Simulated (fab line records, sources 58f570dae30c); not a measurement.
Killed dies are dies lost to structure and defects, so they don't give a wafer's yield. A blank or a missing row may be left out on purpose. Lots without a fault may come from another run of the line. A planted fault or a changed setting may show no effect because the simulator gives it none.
Split-lot experiment | flow berkeley_cmos170 | 5 lots, 23 wafers read, on a route of 331 steps

THE SPLIT
At UCB170_SCREENOX_OXIDATION_01 (target thk 14.4 nm, ox time 2400 s), the setting ox_time_s was moved away from the recipe's 2400 s on 15 of the 23 wafers read, by +4.3% to +10.3%. The other wafers ran this setting at the recipe's value.

The reading is taken at the split's own step.

THE READING
SiO2_of_SCREENOX_OXIDATION_01.thk_nm (the simulator's own value, which no gauge read), in nm, at UCB170_SCREENOX_OXIDATION_01 (target thk 14.4 nm, ox time 2400 s). The file gives no usual value for it. The 8 wafers here that ran the recipe average 13.95 nm, standard deviation 0.22 nm.

wafer  | tool, chamber at the split | ox_time_s as run, s | against the recipe | SiO2_of_SCREENOX_OXIDATION_01.thk_nm, nm | against lot-mates on the recipe
L074.2 | -, -                       | 2637                | +9.9%              | 15.37                                    | no lot-mate on the recipe
L074.3 | -, -                       | 2637                | +9.9%              | 15.03                                    | no lot-mate on the recipe
L074.4 | -, -                       | 2637                | +9.9%              | 14.92                                    | no lot-mate on the recipe
L074.5 | -, -                       | 2637                | +9.9%              | 15.22                                    | no lot-mate on the recipe
L074.6 | -, -                       | 2637                | +9.9%              | 15.51                                    | no lot-mate on the recipe
L078.1 | -, -                       | 2504                | +4.3%              | 15.02                                    | no lot-mate on the recipe
L078.3 | -, -                       | 2504                | +4.3%              | 14.78                                    | no lot-mate on the recipe
L078.4 | -, -                       | 2504                | +4.3%              | 14.87                                    | no lot-mate on the recipe
L078.5 | -, -                       | 2504                | +4.3%              | 14.84                                    | no lot-mate on the recipe
L078.6 | -, -                       | 2504                | +4.3%              | 14.77                                    | no lot-mate on the recipe
L081.1 | furnace-01, 0              | 2400                | recipe             | 14.14                                    | -
L081.3 | furnace-01, 0              | 2400                | recipe             | 14.23                                    | -
L081.4 | furnace-01, 0              | 2400                | recipe             | 14.21                                    | -
L084.1 | -, -                       | 2648                | +10.3%             | 15.43                                    | no lot-mate on the recipe
L084.2 | -, -                       | 2648                | +10.3%             | 15.08                                    | no lot-mate on the recipe
L084.3 | -, -                       | 2648                | +10.3%             | 15.38                                    | no lot-mate on the recipe
L084.5 | -, -                       | 2648                | +10.3%             | 15.44                                    | no lot-mate on the recipe
L084.6 | -, -                       | 2648                | +10.3%             | 15.68                                    | no lot-mate on the recipe
L085.1 | -, -                       | 2400                | recipe             | 14.02                                    | -
L085.3 | -, -                       | 2400                | recipe             | 13.82                                    | -
L085.4 | -, -                       | 2400                | recipe             | 13.79                                    | -
L085.5 | -, -                       | 2400                | recipe             | 13.87                                    | -
L085.6 | -, -                       | 2400                | recipe             | 13.55                                    | -

THE FIT
A straight line over all 23 wafers: SiO2_of_SCREENOX_OXIDATION_01.thk_nm changes by +0.131 nm for each +1% of ox_time_s; r = +0.93; the points scatter about the line by 0.25 nm.
Too few moved wafers have a lot-mate on the recipe to fit a line with each lot's own level taken away.

THE FILE'S OWN FIT
SiO2_of_SCREENOX_OXIDATION_01.thk_nm changes by +0.131 nm for each +1% of ox_time_s, r = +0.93.
